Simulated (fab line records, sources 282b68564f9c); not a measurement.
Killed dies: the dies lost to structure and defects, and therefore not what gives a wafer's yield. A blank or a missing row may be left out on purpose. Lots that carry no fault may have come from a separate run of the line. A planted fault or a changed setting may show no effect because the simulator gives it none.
Which tool did it?    flow ritCmos    Sampling: 14 lots, 42 wafers, 5 of 202 route steps

WHAT THE GAUGES READ, wafer by wafer
RIT_GATE_THK_MEAS_09. Usual: GATE_POLY_THK 249.5 nm, standard deviation 2.2.
lot   measured     on            GATE_POLY_THK (nm)  flag
L372  day 2 16:03  filmMetro-02  254.8 252.5 254.6   
L373  day 2 22:18  filmMetro-04  250.3 249.5 249.9   
L374  day 3 04:11  filmMetro-03  252.0 251.0 251.6   
L376  day 3 13:32  filmMetro-02  251.0 248.4 250.0   
L377  day 3 17:04  filmMetro-02  250.8 250.7 250.2   
L378  day 4 00:35  filmMetro-04  248.5 246.7 247.0   
L380  day 4 09:55  filmMetro-04  247.9 249.1 248.7   
L381  day 5 00:02  filmMetro-04  251.9 253.4 250.2   
L383  day 5 01:40  filmMetro-02  248.0 249.6 248.7   
L385  day 5 18:51  filmMetro-04  246.4 247.6 246.6   
L388  day 6 07:48  filmMetro-04  251.0 249.9 249.4   
L389  day 6 10:14  filmMetro-04  245.6 245.7 245.6   
L390  day 6 13:18  filmMetro-03  247.7 251.0 248.2   
L394  day 7 06:29  filmMetro-04  248.6 249.0 250.6   

RIT_NLDD_TW_MEAS_10. Usual: NLDD_TW 2503, standard deviation 18.
lot   measured     on            NLDD_TW         flag
L372  day 2 22:38  filmMetro-04  2538 2528 2535  
L373  day 3 04:43  filmMetro-04  2526 2529 2517  
L374  day 3 11:16  filmMetro-03  2482 2490 2508  
L376  day 3 19:49  filmMetro-03  2483 2468 2484  
L377  day 3 23:31  filmMetro-03  2466 2486 2482  
L378  day 4 06:47  filmMetro-03  2491 2508 2507  
L380  day 4 19:21  filmMetro-03  2497 2505 2502  
L381  day 5 08:50  filmMetro-03  2503 2489 2485  
L383  day 5 09:05  filmMetro-04  2514 2521 2516  
L385  day 6 02:25  filmMetro-03  2487 2495 2500  
L388  day 6 13:54  filmMetro-04  2525 2531 2524  
L389  day 6 16:19  filmMetro-03  2494 2473 2466  
L390  day 6 19:29  filmMetro-04  2531 2505 2520  
L394  day 7 12:47  filmMetro-03  2504 2490 2481  

RIT_PSD_TW_MEAS_10. Usual: PSD_TW 3446, standard deviation 26.
lot   measured     on            PSD_TW          flag
L372  day 3 05:46  filmMetro-04  3476 3483 3474  
L373  day 3 11:45  filmMetro-01  3443 3449 3448  
L374  day 3 18:21  filmMetro-03  3417 3417 3417  
L376  day 4 02:50  filmMetro-01  3417 3409 3396  
L377  day 4 07:32  filmMetro-04  3479 3487 3484  
L378  day 4 14:44  filmMetro-01  3437 3403 3400  
L380  day 5 03:19  filmMetro-03  3421 3431 3422  
L381  day 5 15:53  filmMetro-04  3474 3474 3502  
L383  day 5 17:04  filmMetro-01  3431 3455 3463  
L385  day 6 09:40  filmMetro-01  3449 3448 3449  
L388  day 6 20:47  filmMetro-01  3452 3449 3439  
L389  day 7 00:10  filmMetro-01  30 30 30        OFF
L390  day 7 04:55  filmMetro-01  30 30 30        OFF
L394  day 7 20:47  filmMetro-04  3461 3453 3475  

RIT_SDANNEAL_RS_MEAS_04: uses a four-point probe to measure. Usual: PSD_RS 115.90 ohm/sq, standard deviation 0.26.
lot   measured     on            PSD_RS (ohm/sq)       flag
L372  day 3 06:16  filmMetro-03  115.97 115.77 115.57  
L373  day 3 12:16  filmMetro-04  115.83 116.11 116.17  
L374  day 3 18:51  filmMetro-04  115.87 115.77 115.97  
L376  day 4 03:21  filmMetro-01  115.63 115.59 115.57  
L377  day 4 08:02  filmMetro-01  115.79 115.94 115.89  
L378  day 4 15:13  filmMetro-03  116.47 116.66 116.18  
L380  day 5 03:48  filmMetro-03  115.86 116.04 115.97  
L381  day 5 16:23  filmMetro-01  116.22 116.18 116.36  
L383  day 5 17:34  filmMetro-01  115.81 116.00 115.78  
L385  day 6 10:10  filmMetro-01  115.40 115.76 115.68  
L388  day 6 21:18  filmMetro-03  116.39 115.94 116.37  
L389  day 7 01:07  filmMetro-04  133.04 132.92 133.25  OFF
L390  day 7 05:36  filmMetro-01  132.97 132.78 132.86  OFF
L394  day 7 21:16  filmMetro-01  115.71 116.18 116.00  

EACH LOT AND THE TOOL THAT RAN IT (in order: tool; ch and the chambers of the sampled wafers; start)
lot   RIT_PSD_IMPLANT_08
L372  implanter-03 ch 0, day 3 05:27
L373  implanter-03 ch 0, day 3 11:26
L374  implanter-02 ch 0, day 3 18:01
L376  implanter-02 ch 0, day 4 02:31
L377  implanter-01 ch 0, day 4 07:15
L378  implanter-01 ch 0, day 4 14:25
L380  implanter-03 ch 0, day 5 02:59
L381  implanter-02 ch 0, day 5 15:35
L383  implanter-01 ch 0, day 5 16:45
L385  implanter-03 ch 0, day 6 09:22
L388  implanter-02 ch 0, day 6 20:28
L389  implanter-01, day 6 23:51
L390  implanter-02, day 7 04:38
L394  implanter-02 ch 0, day 7 20:28
- RIT_PSD_IMPLANT_08

AS READ BY THE TOOLS THEMSELVES (means over the sampled wafers that have a number; for cases with no such wafer, the mark the record gives instead)
RIT_PSD_IMPLANT_08. Usual: beamEnergyKeV 27.000, standard deviation 0.0087; beamOnS 12.1 s, standard deviation 0.91; tiltDeg 6.998 degrees, standard deviation 0.017.
lot   tool          beamEnergyKeV  beamOnS (s)  tiltDeg (degrees)  flag
L372  implanter-03  27.004         13.4         7.021              
L373  implanter-03  26.994         13.5         7.002              
L374  implanter-02  26.999         11.2         6.967              
L376  implanter-02  27.001         11.3         6.984              
L377  implanter-01  27.015         11.7         6.993              
L378  implanter-01  26.994         12.0         6.994              
L380  implanter-03  27.004         13.3         7.000              
L381  implanter-02  26.988         11.4         7.015              
L383  implanter-01  27.006         12.1         6.974              
L385  implanter-03  27.004         13.2         6.981              
L388  implanter-02  26.999         11.1         7.003              
L389  implanter-01  -              -            -                  OFF
L390  implanter-02  -              -            -                  OFF
L394  implanter-02  26.994         11.4         6.995              

THE ANSWER, worked out from the rows above alone
Rule: take the mean of a lot's wafers that have a number; if it is more than 3 standard deviations from the usual mean, the lot is off. A lot without any number at a reading at which 4 lots or more have one is off too. All remaining lots with rows at the step are treated as sound. Order of review: gauges by route order, followed by the tools' own readings, for which a lot's mean as printed above is used. At the first step where some lot is off, the reading lying furthest off is the one used; lots without a number count as furthest.
Off: L389, L390, at RIT_PSD_TW_MEAS_10 (PSD_TW).
A tool fits if, at a process step before that reading, it ran every lot that is off, and no sound lot after the first of them. The gauges at RIT_PSD_TW_MEAS_10 aren't tried: what is off there is off at RIT_PSD_IMPLANT_08 too, on other tools, and a gauge's error can't cause that. No candidate that was tried fits.

WHAT THE SIMULATOR HAD INSERTED
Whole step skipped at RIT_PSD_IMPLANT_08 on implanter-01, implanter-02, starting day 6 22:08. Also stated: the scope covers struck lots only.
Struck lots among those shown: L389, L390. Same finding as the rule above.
